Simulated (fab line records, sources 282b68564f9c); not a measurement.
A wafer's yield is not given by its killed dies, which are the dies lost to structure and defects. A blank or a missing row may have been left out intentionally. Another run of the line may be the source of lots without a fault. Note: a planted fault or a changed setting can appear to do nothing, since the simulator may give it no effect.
fab line records	flow rit-cmos
record lots=6	wafers=18	last-day=6
route steps=202 shown SILICIDE@167 CONTACT@168 M1@184
lots untouched by any fault: they come from a run of this same line in which no faults occurred
start-h: the number of hours between the record's first day and the start of the first shown wafer of the lot	wait-h: hours from the lot's prior step to this one	" same as the row above	L1.1+2: several wafers, shown together as one row	- no value present, or no start provided	* or withheld: withheld	< > ~ a bound
route shown NAME@n: a module of which the file shows steps, and the number in the route of the first	usual: average and standard deviation across the fault-free wafers	same: alike in all rows	chamber/n: place in a boat	sites: each site's reading	_std_site: the values' standard deviation	_edge_site: mean of outer sites minus mean of inner sites	radius-mm: for every site, how far away it sits from the centre of the wafer	mask NAME#n: copy n	behind: the tool/chamber that last shaped the wafer	hold: cause of the lot's hold/its duration in hours/its outcome	device: transistor that didn't switch, given as n, p or np	end of line: the route-end tests of the same wafers	a step given without rows: its recipe and nothing more	killed: not the wafer's yield, but the dies lost to structure and defects at the first sort	map: per-die view of a wafer (x killed, . not killed, _ where there is no die)
set.NAME: the run value of the setting; set.NAME@STEP: its run value at that earlier step	model.NAME: the simulator's own value behind a step, which no gauge read
lots at selected steps of the route; one table per step, one row per wafer
services: the hour from which a tool's chamber was out of use, counted from the record's first day as start-h (under 0 if before that day), plus the number of hours and why
## steps
# step RIT_SILICIDE_RTA_06
# recipe temp-c=750	time-s=10	idle-temp-c=25	ramp-up-s=5	ramp-down-s=10	cool-to-c=25	ambient=N2
# usual wafer_temp_C_max=752.9/0.78
lot.wafer	tool	chamber	start-h	wait-h	wafer_temp_C_max
L427.2	rtp-anneal-02	0	51.69	0.0	753.6
L427.3	"	0	"	"	752.3
L427.6	"	0	"	"	754.2
L433.1	rtp-anneal-02	0	83.13	0.0	754.0
L433.2	"	0	"	"	752.9
L433.4	"	0	"	"	753.2
L437.4	rtp-anneal-02	0	103.37	0.0	753.2
L437.5	"	0	"	"	753.9
L437.6	"	0	"	"	752.7
L439.1	rtp-anneal-02	0	111.42	0.0	753.8
L439.3	"	0	"	"	753.8
L439.6	"	0	"	"	752.9
L440.1	rtp-anneal-01	0	116.12	0.0	751.9
L440.4	"	0	"	"	752.0
L440.5	"	0	"	"	752.9
L443.1	rtp-anneal-01	0	129.56	0.0	752.7
L443.4	"	0	"	"	752.4
L443.5	"	0	"	"	752.8
# step RIT_CONTACT_CVD_00
# recipe material=SiO2	target-thk-nm=400	precursor=TEOS	temp-c=390	time-s=61	rf-w=400
# usual heater-power-w=321/55
lot.wafer	tool	chamber	start-h	wait-h	heater-power-w
L427.2	pecvd-03	2	51.74	0.0	299
L427.3	"	0	"	"	288
L427.6	"	0	"	"	296
L433.1	pecvd-01	0	83.19	0.1	313
L433.2	"	2	"	"	280
L433.4	"	1	"	"	254
L437.4	pecvd-03	2	103.43	0.0	342
L437.5	"	0	"	"	254
L437.6	"	1	"	"	279
L439.1	pecvd-01	0	111.48	0.1	373
L439.3	"	1	"	"	278
L439.6	"	0	"	"	378
L440.1	pecvd-03	0	116.19	0.1	272
L440.4	"	1	"	"	275
L440.5	"	0	"	"	295
L443.1	pecvd-03	2	129.63	0.1	304
L443.4	"	1	"	"	299
L443.5	"	0	"	"	294
# step RIT_CONTACT_THK_MEAS_01
# recipe reads=SiO2_of_CONTACT_CVD_00
# usual CONTACT_TEOS_THK=400/5.9
lot.wafer	tool	chamber	start-h	wait-h	CONTACT_TEOS_THK[nm]
L427.2	film-metro-02	-	51.80	0.0	408
L427.3	"	-	"	"	401
L427.6	"	-	"	"	409
L433.1	film-metro-02	-	83.24	0.0	396
L433.2	"	-	"	"	400
L433.4	"	-	"	"	404
L437.4	film-metro-04	-	103.49	0.0	407
L437.5	"	-	"	"	403
L437.6	"	-	"	"	402
L439.1	film-metro-01	-	111.53	0.0	394
L439.3	"	-	"	"	390
L439.6	"	-	"	"	397
L440.1	film-metro-04	-	116.24	0.0	404
L440.4	"	-	"	"	404
L440.5	"	-	"	"	409
L443.1	film-metro-04	-	129.68	0.0	400
L443.4	"	-	"	"	406
L443.5	"	-	"	"	403
# step RIT_CONTACT_HMDS_02
# recipe prime-time-s=60	prime-temp-c=140
# step RIT_CONTACT_COAT_03
# recipe resist=NOVOLAK	spin-rpm=3250	resist-thk-nm=1000
# step RIT_CONTACT_SOFTBAKE_04
# recipe resist=NOVOLAK	temp-c=90	time-s=60
# step RIT_CONTACT_EXPOSE_05
# recipe mask-id=M11	na=0.6	source-shape=conventional	sigma-outer=0.5	target-cd-nm=1000	dose-mj=244.7
# step RIT_CONTACT_PEB_06
# recipe resist=NOVOLAK	temp-c=withheld	time-s=withheld
# step RIT_CONTACT_DEVELOP_07
# recipe resist=NOVOLAK	develop-time-s=120	dev-temp-c=23
# step RIT_CONTACT_CD_MEAS_08
# recipe target-cd-nm=1000
# usual cd-nm=1000.3/2.2
lot.wafer	tool	chamber	start-h	wait-h	cd-nm
L427.2	cd-sem-02	-	53.23	-	1004.1
L427.3	"	-	"	"	1002.4
L427.6	"	-	"	"	1003.4
L433.1	cd-sem-02	-	84.27	-	1003.2
L433.2	"	-	"	"	1002.8
L433.4	"	-	"	"	1001.5
L437.4	cd-sem-01	-	104.55	-	1001.4
L437.5	"	-	"	"	1003.2
L437.6	"	-	"	"	1001.9
L439.1	cd-sem-01	-	112.64	-	999.6
L439.3	"	-	"	"	999.2
L439.6	"	-	"	"	997.7
L440.1	cd-sem-01	-	117.43	-	999.8
L440.4	"	-	"	"	1000.5
L440.5	"	-	"	"	998.9
L443.1	cd-sem-02	-	130.83	-	998.0
L443.4	"	-	"	"	998.3
L443.5	"	-	"	"	1000.7
# step RIT_CONTACT_OVL_MEAS_09
# usual CONTACT_OVL=-0.2/1.4
lot.wafer	tool	chamber	start-h	wait-h	CONTACT_OVL[nm]
L427.2	overlay-01	-	53.34	0.1	-1.0
L427.3	"	-	"	"	-0.9
L427.6	"	-	"	"	0.8
L433.1	overlay-02	-	84.39	0.1	-2.6
L433.2	"	-	"	"	-2.1
L433.4	"	-	"	"	-2.4
L437.4	overlay-01	-	104.62	0.1	-1.6
L437.5	"	-	"	"	-1.0
L437.6	"	-	"	"	-1.4
L439.1	overlay-01	-	112.76	0.1	-1.0
L439.3	"	-	"	"	1.6
L439.6	"	-	"	"	-1.1
L440.1	overlay-02	-	117.55	0.1	-1.2
L440.4	"	-	"	"	-1.1
L440.5	"	-	"	"	-0.7
L443.1	overlay-01	-	130.95	0.1	0.8
L443.4	"	-	"	"	1.6
L443.5	"	-	"	"	0.9
# step RIT_CONTACT_HARDBAKE_10
# recipe resist=NOVOLAK	temp-c=140	time-s=60
# step RIT_CONTACT_ETCH_11
# recipe target-depth-a=4800	over-etch-frac=0.2	stop-on=TiSi2	chemistry=CHF3/CF4/Ar	target=SiO2	CHF3_flow_sccm=50	cf4-flow-sccm=10	Ar_flow_sccm=100	O2_flow_sccm=5	pressure-mtorr=100	rf-w=200	time-s=320
# usual CHF3_flow_sccm=49.99/0.16	drypump-motor-current-A=5.9/0.36	oes-product-au=0.989/0.014	throttle-valve-pct=8.86/0.14
lot.wafer	tool	chamber	start-h	wait-h	CHF3_flow_sccm	drypump-motor-current-A	oes-product-au	rf-hours-counter-h	throttle-valve-pct
L427.2	rie-diel-02	2	53.52	0.1	49.80	5.4	0.980	2	8.82
L427.3	"	3	"	"	50.15	6.1	0.981	6	8.90
L427.6	"	2	"	"	49.92	5.4	0.977	-	8.83
L433.1	rie-diel-02	1	84.58	0.1	50.11	5.9	0.994	45	8.76
L433.2	"	0	"	"	50.07	6.4	1.010	132	9.02
L433.4	"	3	"	"	50.06	6.1	0.969	7	8.90
L437.4	rie-diel-02	3	104.79	0.1	49.59	6.1	0.961	7	8.91
L437.5	"	3	"	"	49.69	6.1	0.973	-	8.90
L437.6	"	0	"	"	50.12	6.4	1.005	-	9.02
L439.1	rie-diel-03	2	112.95	0.1	50.08	6.3	1.012	152	8.78
L439.3	"	3	"	"	49.89	6.5	0.996	140	8.88
L439.6	"	0	"	"	50.01	5.3	0.985	-	8.82
L440.1	rie-diel-04	1	117.74	0.1	50.11	5.8	0.991	12	8.99
L440.4	"	2	"	"	49.77	5.4	0.997	73	8.83
L440.5	"	2	"	"	49.91	5.4	1.001	-	8.82
L443.1	rie-diel-04	2	131.20	0.1	49.87	5.4	0.990	73	8.82
L443.4	"	3	"	"	50.05	5.7	0.979	64	8.62
L443.5	"	0	"	"	49.81	5.6	0.978	-	9.15
# step RIT_CONTACT_STRIP_12
# recipe chemistry=O2	time-s=180	resist=NOVOLAK	platen-temp-c=withheld	power-w=500	pressure-mtorr=4000	o2-flow-sccm=4000
# usual drypump-motor-current-A=5.4/0.49
lot.wafer	tool	chamber	start-h	wait-h	drypump-motor-current-A	rf-hours-counter-h
L427.2	plasma-asher-02	1	53.71	0.1	5.4	40
L427.3	"	1	"	"	5.4	-
L427.6	"	1	"	"	5.4	-
L433.1	plasma-asher-01	0	84.77	0.1	6.2	45
L433.2	"	1	"	"	4.8	45
L433.4	"	1	"	"	4.8	-
L437.4	plasma-asher-04	1	105.04	0.2	5.5	-
L437.5	"	1	"	"	5.5	-
L437.6	"	0	"	"	5.2	-
L439.1	plasma-asher-01	0	113.14	0.1	6.2	48
L439.3	"	0	"	"	6.1	-
L439.6	"	1	"	"	4.8	-
L440.1	plasma-asher-02	1	117.93	0.1	5.4	0
L440.4	"	1	"	"	5.4	-
L440.5	"	1	"	"	5.4	-
L443.1	plasma-asher-04	1	131.40	0.1	5.5	36
L443.4	"	0	"	"	5.2	-
L443.5	"	1	"	"	5.5	-
# step RIT_CONTACT_CD_MEAS_90
# recipe target-cd-nm=1000
# usual cd-nm=1000.3/2.2
lot.wafer	tool	chamber	start-h	wait-h	cd-nm
L427.2	cd-sem-02	-	53.91	0.1	1003.9
L427.3	"	-	"	"	1002.6
L427.6	"	-	"	"	1003.0
L433.1	cd-sem-01	-	84.95	0.1	1003.1
L433.2	"	-	"	"	1002.9
L433.4	"	-	"	"	1002.2
L437.4	cd-sem-02	-	105.25	0.1	1001.8
L437.5	"	-	"	"	1003.3
L437.6	"	-	"	"	1001.8
L439.1	cd-sem-01	-	113.32	0.1	999.4
L439.3	"	-	"	"	999.4
L439.6	"	-	"	"	998.5
L440.1	cd-sem-02	-	118.11	0.1	999.7
L440.4	"	-	"	"	1000.7
L440.5	"	-	"	"	999.3
L443.1	cd-sem-02	-	131.57	0.1	998.7
L443.4	"	-	"	"	997.9
L443.5	"	-	"	"	1000.9
# step RIT_CONTACT_CLEAN_13
# recipe chemistry=SC1	mix=3:3:50	time-s=600	temp-c=75
# step RIT_CONTACT_CLEAN_14
# recipe chemistry=SC2	mix=3:3:50	time-s=600	temp-c=75	dry=n2-spin
# step RIT_M1_SPUTTER_00
# recipe material=Al	target-thk-nm=400	power-w=2000	chamber-pressure-pa=0.4195	gas=Ar	time-s=500	substrate-temp-c=25
# usual throttle-valve-pct=30.4/1
lot.wafer	tool	chamber	start-h	wait-h	throttle-valve-pct
L427.2	pvd-sputter-01	-	54.63	0.0	29.4
L427.3	"	-	"	"	28.8
L427.6	"	-	"	"	29.8
L433.1	pvd-sputter-03	-	85.43	0.0	31.3
L433.2	"	-	"	"	30.8
L433.4	"	-	"	"	31.0
L437.4	pvd-sputter-03	-	105.66	0.0	28.8
L437.5	"	-	"	"	31.9
L437.6	"	-	"	"	31.0
L439.1	pvd-sputter-03	-	113.79	0.0	29.0
L439.3	"	-	"	"	31.1
L439.6	"	-	"	"	31.8
L440.1	pvd-sputter-02	-	118.59	0.0	30.3
L440.4	"	-	"	"	30.9
L440.5	"	-	"	"	31.0
L443.1	pvd-sputter-03	-	132.04	0.0	30.6
L443.4	"	-	"	"	31.9
L443.5	"	-	"	"	31.0
# step RIT_M1_RS_MEAS_01
# recipe thk-meas-gauge=four-point-probe	reads=Al_of_M1_SPUTTER_00
# usual M1_AL_RS=0.0751/0.0011
lot.wafer	tool	chamber	start-h	wait-h	M1_AL_RS[ohm/sq]
L427.2	film-metro-02	-	54.94	0.2	0.0758
L427.3	"	-	"	"	0.0751
L427.6	"	-	"	"	0.0747
L433.1	film-metro-02	-	85.73	0.1	0.0743
L433.2	"	-	"	"	0.0746
L433.4	"	-	"	"	0.0752
L437.4	film-metro-01	-	106.01	0.2	0.0757
L437.5	"	-	"	"	0.0766
L437.6	"	-	"	"	0.0760
L439.1	film-metro-02	-	114.08	0.1	0.0765
L439.3	"	-	"	"	0.0759
L439.6	"	-	"	"	0.0763
L440.1	film-metro-01	-	118.89	0.1	0.0739
L440.4	"	-	"	"	0.0733
L440.5	"	-	"	"	0.0720
L443.1	film-metro-01	-	132.34	0.1	0.0757
L443.4	"	-	"	"	0.0774
L443.5	"	-	"	"	0.0765
# step RIT_M1_THK_MEAS_02
# recipe thk-meas-gauge=xrf	reads=Al_of_M1_SPUTTER_00
# usual M1_AL_THK=393/6.1
lot.wafer	tool	chamber	start-h	wait-h	M1_AL_THK[nm]
L427.2	film-metro-02	-	55.05	0.1	387
L427.3	"	-	"	"	392
L427.6	"	-	"	"	393
L433.1	film-metro-02	-	85.85	0.1	398
L433.2	"	-	"	"	398
L433.4	"	-	"	"	396
L437.4	film-metro-01	-	106.10	0.1	390
L437.5	"	-	"	"	387
L437.6	"	-	"	"	389
L439.1	film-metro-02	-	114.20	0.1	385
L439.3	"	-	"	"	388
L439.6	"	-	"	"	389
L440.1	film-metro-01	-	119.01	0.1	399
L440.4	"	-	"	"	403
L440.5	"	-	"	"	412
L443.1	film-metro-01	-	132.46	0.1	387
L443.4	"	-	"	"	381
L443.5	"	-	"	"	385
# step RIT_M1_HMDS_03
# recipe prime-time-s=60	prime-temp-c=140
# step RIT_M1_COAT_04
# recipe resist=NOVOLAK	spin-rpm=2000	resist-thk-nm=1300
# step RIT_M1_SOFTBAKE_05
# recipe resist=NOVOLAK	temp-c=90	time-s=60
# step RIT_M1_EXPOSE_06
# recipe mask-id=M12	na=0.6	source-shape=conventional	sigma-outer=0.5	target-cd-nm=2600	dose-mj=250
# step RIT_M1_PEB_07
# recipe resist=NOVOLAK	temp-c=withheld	time-s=withheld
# step RIT_M1_DEVELOP_08
# recipe resist=NOVOLAK	develop-time-s=68	dev-temp-c=23
# step RIT_M1_CD_MEAS_09
# recipe target-cd-nm=2600
# usual cd-nm=2599.9/2.6
lot.wafer	tool	chamber	start-h	wait-h	cd-nm
L427.2	cd-sem-02	-	56.00	-	2600.9
L427.3	"	-	"	"	2599.7
L427.6	"	-	"	"	2600.5
L433.1	cd-sem-01	-	86.79	-	2599.4
L433.2	"	-	"	"	2600.6
L433.4	"	-	"	"	2600.1
L437.4	cd-sem-01	-	107.21	-	2596.9
L437.5	"	-	"	"	2596.0
L437.6	"	-	"	"	2598.3
L439.1	cd-sem-01	-	115.26	-	2599.0
L439.3	"	-	"	"	2600.9
L439.6	"	-	"	"	2599.0
L440.1	cd-sem-02	-	120.07	-	2600.5
L440.4	"	-	"	"	2601.8
L440.5	"	-	"	"	2600.7
L443.1	cd-sem-02	-	133.52	-	2601.6
L443.4	"	-	"	"	2600.6
L443.5	"	-	"	"	2600.6
# step RIT_M1_OVL_MEAS_10
# usual M1_OVL=-0.5/1.1
lot.wafer	tool	chamber	start-h	wait-h	M1_OVL[nm]
L427.2	overlay-02	-	56.11	0.1	-0.3
L427.3	"	-	"	"	2.0
L427.6	"	-	"	"	-0.6
L433.1	overlay-02	-	86.91	0.1	0.9
L433.2	"	-	"	"	1.2
L433.4	"	-	"	"	-0.4
L437.4	overlay-01	-	107.29	0.1	-0.6
L437.5	"	-	"	"	-0.2
L437.6	"	-	"	"	-1.8
L439.1	overlay-02	-	115.38	0.1	-0.1
L439.3	"	-	"	"	1.1
L439.6	"	-	"	"	-0.5
L440.1	overlay-02	-	120.19	0.1	-0.9
L440.4	"	-	"	"	0.0
L440.5	"	-	"	"	-1.3
L443.1	overlay-01	-	133.64	0.1	-0.2
L443.4	"	-	"	"	-1.5
L443.5	"	-	"	"	-1.8
# step RIT_M1_HARDBAKE_11
# recipe resist=NOVOLAK	temp-c=139	time-s=120
# step RIT_M1_METAL_ETCH_12
# recipe stop-on=SiO2	chemistry=Cl2/BCl3	target=Al	time-s=165	over-etch-frac=0.5	pressure-mtorr=100	target-depth-a=6000	rf-w=250	Cl2_flow_sccm=60	bcl3-flow-sccm=50
# step RIT_M1_STRIP_13
# recipe chemistry=nmp	resist=NOVOLAK	temp-c=80	time-s=600	dry=n2-spin
# step RIT_M1_STRIP_14
# recipe chemistry=O2	time-s=180	platen-temp-c=withheld	power-w=500	pressure-mtorr=4000	o2-flow-sccm=4000
# usual drypump-motor-current-A=5.6/0.43
lot.wafer	tool	chamber	start-h	wait-h	drypump-motor-current-A	rf-hours-counter-h
L427.2	plasma-asher-02	1	56.95	0.0	5.4	40
L427.3	"	0	"	"	5.7	-
L427.6	"	1	"	"	5.4	-
L433.1	plasma-asher-02	0	87.53	0.0	5.7	43
L433.2	"	1	"	"	5.4	43
L433.4	"	0	"	"	5.7	-
L437.4	plasma-asher-01	1	107.95	0.1	4.8	-
L437.5	"	1	"	"	4.8	-
L437.6	"	0	"	"	6.2	-
L439.1	plasma-asher-03	1	116.00	0.0	5.7	48
L439.3	"	0	"	"	5.8	-
L439.6	"	0	"	"	5.7	-
L440.1	plasma-asher-01	1	120.82	0.0	4.8	49
L440.4	"	0	"	"	6.1	-
L440.5	"	1	"	"	4.8	-
L443.1	plasma-asher-03	0	134.28	0.0	5.7	50
L443.4	"	1	"	"	5.8	-
L443.5	"	1	"	"	5.7	-
# step RIT_M1_CD_MEAS_90
# recipe target-cd-nm=2600
# usual cd-nm=2599.3/2.8
lot.wafer	tool	chamber	start-h	wait-h	cd-nm
L427.2	cd-sem-01	-	57.15	0.1	2602.6
L427.3	"	-	"	"	2601.3
L427.6	"	-	"	"	2599.3
L433.1	cd-sem-01	-	87.70	0.1	2596.1
L433.2	"	-	"	"	2599.7
L433.4	"	-	"	"	2600.2
L437.4	cd-sem-02	-	108.13	0.1	2598.1
L437.5	"	-	"	"	2596.2
L437.6	"	-	"	"	2600.2
L439.1	cd-sem-01	-	116.17	0.1	2596.0
L439.3	"	-	"	"	2599.5
L439.6	"	-	"	"	2596.5
L440.1	cd-sem-01	-	120.99	0.1	2600.3
L440.4	"	-	"	"	2601.9
L440.5	"	-	"	"	2600.2
L443.1	cd-sem-01	-	134.46	0.1	2602.6
L443.4	"	-	"	"	2602.0
L443.5	"	-	"	"	2603.4
# step RIT_M1_ANNEAL_15
# recipe temp-c=450	time-s=1800	ambient=forming_gas_H2N2
# step RIT_M1_BOW_MEAS_16
# recipe mode=bow
# usual M1_BOW=17/6.4
lot.wafer	tool	chamber	start-h	wait-h	M1_BOW[um]
L427.2	film-metro-02	-	59.09	0.0	18
L427.3	"	-	"	"	22
L427.6	"	-	"	"	16
L433.1	film-metro-01	-	89.32	0.0	12
L433.2	"	-	"	"	26
L433.4	"	-	"	"	22
L437.4	film-metro-01	-	110.42	0.1	24
L437.5	"	-	"	"	14
L437.6	"	-	"	"	20
L439.1	film-metro-03	-	117.79	0.0	11
L439.3	"	-	"	"	18
L439.6	"	-	"	"	13
L440.1	film-metro-02	-	123.35	0.0	8
L440.4	"	-	"	"	16
L440.5	"	-	"	"	-6
L443.1	film-metro-01	-	136.08	0.0	15
L443.4	"	-	"	"	21
L443.5	"	-	"	"	19
# step RIT_M1_PROBE_99
# usual killed-at-contacts=0.0/0.22	killed-at-front-end=6.9/3	killed-dies=6.9/3	killed-open=3.5/2	killed-short=3.4/2.1
# same gross-dies=264	killed_at_M0_to_M3=0	killed_at_M4_up=0	killed-at-back-side=0	killed-at-other=0
lot.wafer	tool	chamber	start-h	wait-h	killed-at-contacts	killed-at-front-end	killed-dies	killed-open	killed-short	model.etest.pmos-turned.r-on-ohm-um	model.etest.pmos_0p15.r-on-ohm-um	model.etest.pmos_0p3.r-on-ohm-um	model.etest.nmos_0p15.r-on-ohm-um	model.etest.nmos_0p3.r-on-ohm-um	model.etest.nmos_0p15.drive-ua-um	model.etest.pmos_0p15.drive-ua-um	model.etest.nmos-turned.drive-ua-um
L427.2	prober-01	-	59.24	0.1	0	11	11	3	8	3409	2787	6216	1237	2265	441.9	257.3	299.8
L427.3	prober-01	-	59.29	0.2	0	19	19	9	10	3314	2678	6117	1177	2210	453.2	265.5	304.9
L427.6	prober-01	-	59.44	0.2	0	14	14	6	8	3430	2781	6220	1208	2238	445.4	258	301.9
L433.1	prober-01	-	89.44	0.1	0	6	6	2	4	4298	3683	6711	1430	2310	344.9	184.5	269.3
L433.2	prober-01	-	89.49	0.1	7	3	10	2	0	4321	3667	6688	1437	2317	347	183.6	268.8
L433.4	prober-01	-	89.59	0.2	0	5	5	5	0	4285	3654	6745	1423	2317	340.8	183.1	265.8
L437.4	prober-01	-	110.63	0.2	1	13	14	8	6	4164	3534	6525	1325	2226	359.9	193.4	285.6
L437.5	prober-01	-	110.68	0.2	0	5	5	3	2	4078	3497	6483	1304	2188	372.5	195.9	293.8
L437.6	prober-01	-	110.73	0.2	4	8	12	3	5	4134	3518	6522	1306	2208	369.4	196.1	288
L439.1	prober-01	-	117.91	0.1	0	4	4	3	1	3388	2686	6211	1117	2130	473.4	261.3	318.8
L439.3	prober-01	-	118.01	0.2	0	8	8	5	3	3411	2753	6365	1129	2180	467.9	255.2	317.8
L439.6	prober-01	-	118.16	0.2	0	5	5	1	4	3572	2828	6379	1160	2194	452.2	249.6	298.5
L440.1	prober-02	-	123.47	0.1	0	5	5	2	3	3516	2841	6331	1194	2229	460.9	252.4	319.9
L440.4	prober-02	-	123.62	0.2	0	9	9	7	2	3420	2775	6448	1138	2218	462.6	254.5	320.8
L440.5	prober-02	-	123.67	0.2	0	14	14	9	5	3411	2759	6354	1134	2216	464.7	256.8	326.4
L443.1	prober-01	-	136.20	0.1	0	7	7	3	4	3428	2686	6165	1070	2125	487.8	264.5	323.8
L443.4	prober-01	-	136.35	0.2	0	7	7	5	2	3359	2619	6085	1037	2074	504.7	274.3	331.8
L443.5	prober-01	-	136.40	0.2	0	6	6	2	4	3461	2721	6231	1070	2124	487.8	263.1	317.9
# killed by level:class
L427.2 GATE:geometric-particle:short=5 FOX2:geometric-particle:short=2 GATE:geometric-particle:open=2 FOX1:geometric-particle:short=1 SPACER:geometric-particle:open=1
L427.3 GATE:geometric-particle:open=5 FOX1:geometric-particle:short=4 GATE:geometric-particle:short=4 FOX1:geometric-particle:open=1 FOX2:geometric-particle:short=1 FOX2:geometric-particle:open=1 REOX:geometric-particle:open=1 SPACER:geometric-particle:short=1
L427.6 SPACER:geometric-particle:short=4 GATE:geometric-particle:short=3 FOX1:geometric-particle:open=2 GATE:geometric-particle:open=2 FOX1:geometric-particle:short=1 REOX:geometric-particle:open=1 SPACER:geometric-particle:open=1
L433.1 SILICIDE:geometric-particle:short=2 FOX1:geometric-particle:short=1 GATE:geometric-particle:open=1 REOX:geometric-particle:short=1 SILICIDE:geometric-particle:open=1
L433.2 CONTACT:unspecified=7 FOX1:geometric-particle:open=2 ACTIVE:coat-microbubble-printed=1
L433.4 FOX1:geometric-particle:open=2 GATE:geometric-particle:open=2 SILICIDE:geometric-particle:open=1
L437.4 SILICIDE:geometric-particle:open=4 FOX1:geometric-particle:short=3 GATE:geometric-particle:open=2 FOX1:geometric-particle:open=1 REOX:geometric-particle:short=1 SPACER:geometric-particle:open=1 SILICIDE:geometric-particle:short=1 CONTACT:geometric-particle:short=1
L437.5 GATE:geometric-particle:open=2 FOX1:geometric-particle:open=1 GATE:geometric-particle:short=1 SILICIDE:geometric-particle:short=1
L437.6 CONTACT:unspecified=4 GATE:geometric-particle:open=2 FOX1:geometric-particle:short=1 FOX1:geometric-particle:open=1 GATE:geometric-particle:short=1 REOX:geometric-particle:short=1 SPACER:geometric-particle:short=1 SILICIDE:geometric-particle:short=1
L439.1 FOX2:geometric-particle:open=1 GATE:geometric-particle:open=1 REOX:geometric-particle:short=1 SILICIDE:geometric-particle:open=1
L439.3 GATE:geometric-particle:open=3 REOX:geometric-particle:open=2 FOX1:geometric-particle:short=1 REOX:geometric-particle:short=1 SILICIDE:geometric-particle:short=1
L439.6 REOX:geometric-particle:short=2 FOX1:geometric-particle:short=1 GATE:geometric-particle:open=1 SILICIDE:geometric-particle:short=1
L440.1 FOX2:geometric-particle:short=1 REOX:geometric-particle:open=1 REOX:geometric-particle:short=1 SPACER:geometric-particle:open=1 SILICIDE:geometric-particle:short=1
L440.4 GATE:geometric-particle:open=2 SPACER:geometric-particle:open=2 SILICIDE:geometric-particle:open=2 FOX2:geometric-particle:open=1 REOX:geometric-particle:short=1 SPACER:geometric-particle:short=1
L440.5 SILICIDE:geometric-particle:open=4 GATE:geometric-particle:open=3 FOX2:geometric-particle:short=2 FOX1:geometric-particle:short=1 FOX2:geometric-particle:open=1 GATE:geometric-particle:short=1 REOX:geometric-particle:short=1 SPACER:geometric-particle:open=1
L443.1 SPACER:geometric-particle:short=2 GATE:geometric-particle:short=1 GATE:geometric-particle:open=1 SPACER:geometric-particle:open=1 SILICIDE:geometric-particle:short=1 SILICIDE:geometric-particle:open=1
L443.4 GATE:geometric-particle:open=4 FOX1:geometric-particle:short=1 REOX:geometric-particle:short=1 SILICIDE:geometric-particle:open=1
L443.5 GATE:geometric-particle:short=2 SPACER:geometric-particle:open=2 SILICIDE:geometric-particle:short=2
# map L433.2 (x killed, . not)
________xxx.x.._______
_____...xx........____
____.....x.........___
___.................__
__..................._
__..................._
_.............x.......
_.....................
_.....................
_.........x...........
__..................._
__..................._
___.................__
____...............___
_____....x........____
________......._______
# map L437.4 (x killed, . not)
________......._______
_____.............____
____..x............___
___.............x...__
__..................._
__..x....xx.........._
_................x....
_....x.......x........
_..x.................x
_.....................
__...x..............._
__..................._
___.x.x.............__
____...x...........___
_____.............____
________......._______
## services
tool	chamber	start-h	hours	kind
pecvd-01	-	47.62	0.6	repair
rie-diel-04	-	54.48	0.2	repair
plasma-asher-03	-	61.16	2.7	repair
rie-diel-03	0	68.01	-	clean
rie-diel-03	0	68.01	17.0	scheduled-down
plasma-asher-02	-	70.02	8.1	repair
rie-diel-04	0	72.87	-	clean
rie-diel-04	0	72.87	25.2	scheduled-down
rie-diel-04	0	72.87	25.2	vent-cycle
plasma-asher-01	-	74.99	3.2	repair
rie-diel-04	2	85.36	21.6	repair
plasma-asher-01	-	90.39	5.1	repair
pvd-sputter-02	-	91.07	1.3	repair
pecvd-01	-	94.67	2.8	pm
plasma-asher-02	-	108.75	9.0	pm
plasma-asher-02	0	108.75	9.0	vent-cycle
plasma-asher-02	1	108.75	9.0	vent-cycle
rie-diel-03	2	115.14	2.8	repair
rtp-anneal-02	-	115.26	4.0	pm
plasma-asher-01	-	115.79	4.3	repair
plasma-asher-02	0	117.75	-	clean
plasma-asher-02	1	117.75	-	clean
pvd-sputter-01	-	121.45	1.4	repair
pecvd-03	2	129.69	15.3	repair
## key
first-sign step=RIT_M1_PROBE_99	reading=killed-at-contacts	direction=up	sigmas=5.5	usual=0.0	struck=5.5
effect none on later readings
model-effect step=RIT_M1_PROBE_99	value=etest.pmos-turned.r-on-ohm-um	without=3316	struck=4227
met-at RIT_CONTACT_ETCH_11
struck-wafers L433.2,L437.6
tester-left-out L433,L437
fault kind=chamber-particle-source	tool=rie-diel-02	chamber=0	onset-h=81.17	steps=RIT_CONTACT_ETCH_11	rate-per-visit-cm2=0.052913	end-h=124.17
# tester-left-out: of these lots the tester's yield and bins aren't shown, on N5 and GAA mostly nor the transistor test; their killed dies are dies lost to structure and defects alone, not to doping, threshold or leakage, so they don't give the yield
